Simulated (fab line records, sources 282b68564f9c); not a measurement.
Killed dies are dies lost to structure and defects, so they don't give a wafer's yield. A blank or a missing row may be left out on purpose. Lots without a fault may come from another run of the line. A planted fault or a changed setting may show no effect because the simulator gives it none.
Split-lot experiment | flow rit_cmos | 5 lots, 23 wafers read, on a route of 202 steps

THE SPLIT
At RIT_SPACER_CVD_03 (deposits Si3N4 from SiH2Cl2/NH3, target thk 250 nm, time 3300 s), the setting temp_c was moved away from the recipe's 810 C on 15 of the 23 wafers read, by -2.5% to +1.7%. The other wafers ran this setting at the recipe's value.

FROM THE SPLIT TO THE READING: what the file shows between them, 1 step
- RIT_SPACER_THK_MEAS_04

THE READING
oes_product_au, in a.u., at RIT_SPACER_ETCHBACK_05 (etches Si3N4 in SF6/CHF3, stops on SiO2, target depth 250 nm, time 240 s). Fault-free wafers of this fab line usually give 0.853 a.u., standard deviation 0.014 a.u..

wafer  | tool, chamber at the split | temp_c as run, C | against the recipe | oes_product_au, a.u. | against lot-mates on the recipe
L074.1 | -, -                       | 810              | recipe             | 0.842                | -
L074.3 | -, -                       | 810              | recipe             | 0.874                | -
L074.4 | -, -                       | 810              | recipe             | 0.864                | -
L074.5 | -, -                       | 810              | recipe             | 0.865                | -
L074.6 | -, -                       | 810              | recipe             | 0.862                | -
L078.2 | lpcvd-01, 0                | 810              | recipe             | 0.851                | -
L078.4 | lpcvd-01, 0                | 810              | recipe             | 0.875                | -
L078.6 | lpcvd-01, 0                | 810              | recipe             | 0.846                | -
L079.1 | -, -                       | 789.8            | -2.5%              | 0.673                | no lot-mate on the recipe
L079.2 | -, -                       | 789.8            | -2.5%              | 0.672                | no lot-mate on the recipe
L079.3 | -, -                       | 789.8            | -2.5%              | 0.650                | no lot-mate on the recipe
L079.4 | -, -                       | 789.8            | -2.5%              | 0.660                | no lot-mate on the recipe
L079.5 | -, -                       | 789.8            | -2.5%              | 0.661                | no lot-mate on the recipe
L081.1 | -, -                       | 823.6            | +1.7%              | 0.982                | no lot-mate on the recipe
L081.2 | -, -                       | 823.6            | +1.7%              | 0.992                | no lot-mate on the recipe
L081.4 | -, -                       | 823.6            | +1.7%              | 1.022                | no lot-mate on the recipe
L081.5 | -, -                       | 823.6            | +1.7%              | 0.983                | no lot-mate on the recipe
L081.6 | -, -                       | 823.6            | +1.7%              | 1.020                | no lot-mate on the recipe
L084.1 | -, -                       | 818.4            | +1.0%              | 0.955                | no lot-mate on the recipe
L084.2 | -, -                       | 818.4            | +1.0%              | 0.956                | no lot-mate on the recipe
L084.3 | -, -                       | 818.4            | +1.0%              | 0.927                | no lot-mate on the recipe
L084.4 | -, -                       | 818.4            | +1.0%              | 0.953                | no lot-mate on the recipe
L084.6 | -, -                       | 818.4            | +1.0%              | 0.925                | no lot-mate on the recipe

THE FIT
A straight line over all 23 wafers: oes_product_au changes by +0.0802 a.u. for each +1% of temp_c; r = +0.99; the points scatter about the line by 0.014 a.u..
Too few moved wafers have a lot-mate on the recipe to fit a line with each lot's own level taken away.

THE WHOLE CHAIN: every reading that the file lists as answering this split, in the file's order
step                   | what it does                                                             | reading                                                                        | change (the file's fit)                  | r (the file's)
RIT_SPACER_CVD_03      | deposits Si3N4 from SiH2Cl2/NH3, target thk 250 nm, time 3300 s          | Si3N4_of_SPACER_CVD_03.thk_nm (the simulator's own value, which no gauge read) | +34.6 nm for each +1% of the setting     | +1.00
RIT_SPACER_THK_MEAS_04 |                                                                          | SPACER_NITRIDE_THK                                                             | +34.6 for each +1% of the setting        | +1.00
RIT_SPACER_ETCHBACK_05 | etches Si3N4 in SF6/CHF3, stops on SiO2, target depth 250 nm, time 240 s | oes_product_au                                                                 | +0.0802 a.u. for each +1% of the setting | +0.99
RIT_SPACER_ETCHBACK_05 | etches Si3N4 in SF6/CHF3, stops on SiO2, target depth 250 nm, time 240 s | etch.depth_nm (the simulator's own value, which no gauge read)                 | +33.7 nm for each +1% of the setting     | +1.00
RIT_SPACER_ETCHBACK_05 | etches Si3N4 in SF6/CHF3, stops on SiO2, target depth 250 nm, time 240 s | Si3N4_of_SPACER_CVD_03.thk_nm (the simulator's own value, which no gauge read) | +27.3 nm for each +1% of the setting     | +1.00
RIT_M1_PROBE_99        |                                                                          | etest.nplus_sal.width_nm (the simulator's own value, which no gauge read)      | -119 nm for each +1% of the setting      | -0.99

THE FILE'S OWN FIT
oes_product_au changes by +0.0802 a.u. for each +1% of temp_c, r = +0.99.
